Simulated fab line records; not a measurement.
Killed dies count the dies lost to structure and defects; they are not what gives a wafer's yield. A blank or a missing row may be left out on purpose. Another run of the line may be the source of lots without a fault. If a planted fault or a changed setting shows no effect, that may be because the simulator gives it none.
Matching of chambers | flow berkeleyCmos170 | UCB170_PWELL_WET_ETCH_20 on wetBench-02 has 3 sister chambers
The step etches SiO2 in BOE, time 22 s. 3 wafers are shown with their chamber, then 7 later ones without.

== WAFERS, EACH WITH ITS CHAMBER ==
wafer  | chamber | runLengthS (s)
L684.6 | 2       | 49.4
L686.5 | 3       | 49.8
L701.3 | 0       | 48.6

== WAFERS WHOSE CHAMBER IS MISSING ==
wafer  | runLengthS (s)
L701.5 | 48.6
L703.4 | 49.1
L703.5 | 49.1
L703.6 | 49.1
L702.1 | 48.4
L702.5 | 48.4
L702.6 | 48.4

== EACH ONE'S CHAMBER ==
wafer  | from the rows above          | in truth
L701.5 | 0                            | 0
L703.4 | can't be placed: 2 or 0 or 3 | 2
L703.5 | can't be placed: 2 or 0 or 3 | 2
L703.6 | can't be placed: 2 or 0 or 3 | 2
L702.1 | 0                            | 0
L702.5 | 0                            | 0
L702.6 | 0                            | 0
Correct placement for 4 of the 7. From these rows, 3 cannot be placed; in 3 the true chamber is one of the candidates. Placed wrongly: 0.
How it was worked out, from the rows above alone: a wafer's distance from a chamber is the root of the sum, over the readings, of the square of ((its reading less the chamber's mean) divided by the reading's scatter). If the next closest chamber is less than 2 further off than the closest, the wafer can't be placed; otherwise it belongs to the closest. A chamber's mean is the mean of its shown wafers. The scatter: root of mean squared gap, hidden wafer to nearest shown wafer, with one shown wafer a chamber.
